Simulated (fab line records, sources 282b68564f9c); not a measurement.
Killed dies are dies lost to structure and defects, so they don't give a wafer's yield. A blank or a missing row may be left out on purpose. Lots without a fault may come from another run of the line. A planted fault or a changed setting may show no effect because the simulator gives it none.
Which tool did it? | flow rit_cmos | 14 lots, 42 wafers sampled, at 1 step of a route of 202

WHAT THE GAUGES READ, wafer by wafer
The record holds no reading of a measuring or inspecting step that can be judged against a usual standard deviation.

WHICH TOOL RAN EACH LOT (tool, then ch and the chambers of the sampled wafers, then the start)
lot  | RIT_CONTACT_STRIP_12
L829 | plasma_asher-04 ch 1, day 3 03:32
L832 | plasma_asher-04 ch 0, day 3 19:55
L833 | plasma_asher-03 ch 0,1, day 4 01:33
L835 | plasma_asher-01 ch 0,1, day 4 09:19
L836 | plasma_asher-01 ch 0,1, day 4 15:49
L837 | plasma_asher-04 ch 0,1, day 4 20:57
L840 | plasma_asher-03 ch 0,1, day 5 10:52
L844 | plasma_asher-01 ch 0,1, day 6 10:22
L846 | plasma_asher-01 ch 0,1, day 6 17:37
L847 | plasma_asher-04 ch 0,1, day 7 00:13
L848 | plasma_asher-04 ch 0,1, day 7 08:57
L849 | plasma_asher-03 ch 0,1, day 7 14:23
L850 | plasma_asher-03 ch 0,1, day 7 16:44
L851 | plasma_asher-03 ch 0,1, day 7 19:29
- RIT_CONTACT_STRIP_12: strips in O2, time 180 s.

WHAT THE TOOLS THEMSELVES READ (means of the sampled wafers that have a number; where no wafer has one, the mark that the record gives instead)
RIT_CONTACT_STRIP_12.
lot  | tool            | chamber_pressure_mTorr (mTorr) | drypump_motor_current_A (A) | o2_flow_sccm (sccm)
L829 | plasma_asher-04 | 3999                           | 5.33                        | 3997
L832 | plasma_asher-04 | 3995                           | 5.41                        | 4004
L833 | plasma_asher-03 | 4002                           | 5.58                        | 4000
L835 | plasma_asher-01 | 3998                           | 5.33                        | 3997
L836 | plasma_asher-01 | -                              | -                           | -
L837 | plasma_asher-04 | -                              | -                           | -
L840 | plasma_asher-03 | 4000                           | 5.78                        | 4001
L844 | plasma_asher-01 | 4000                           | 5.31                        | 3997
L846 | plasma_asher-01 | 3998                           | 5.33                        | 4009
L847 | plasma_asher-04 | 4001                           | 5.37                        | 4009
L848 | plasma_asher-04 | 4004                           | 5.36                        | 3994
L849 | plasma_asher-03 | 4000                           | 5.60                        | 3999
L850 | plasma_asher-03 | 4000                           | 5.76                        | 4000
L851 | plasma_asher-03 | 4000                           | 5.57                        | 3989

THE ANSWER, worked out from the rows above alone
Rule: what is usual is taken from the lots themselves. Put in order of their means at a reading, lots are off if they are a third of the lots or fewer, leave a main group of 4 or more, and stand apart from it by a gap of 3 or more times the standard deviation of the main group's means; of several such gaps the widest counts. A main group whose means are all the same, to the digits that the tables above print for the reading, isn't used. A lot without any number at a reading at which 4 lots or more have one is off too. The other lots that the step has rows for count as sound. The gauges are gone through in route order, then the tools' own readings, and for those a lot's mean is taken as printed above. The first step at which some lot is off is used, and at that step the reading that is off furthest; a lot without a number counts as furthest.
Off: L836, L837, at RIT_CONTACT_STRIP_12 (chamber_pressure_mTorr). Without a number there: L836, L837. The main group: mean 4000 mTorr, standard deviation 2.1.
A tool fits if, at that step or a process step before it, it ran every lot that is off, and no sound lot after the first of them. None of those tried fits.

WHAT THE SIMULATOR HAD PUT IN
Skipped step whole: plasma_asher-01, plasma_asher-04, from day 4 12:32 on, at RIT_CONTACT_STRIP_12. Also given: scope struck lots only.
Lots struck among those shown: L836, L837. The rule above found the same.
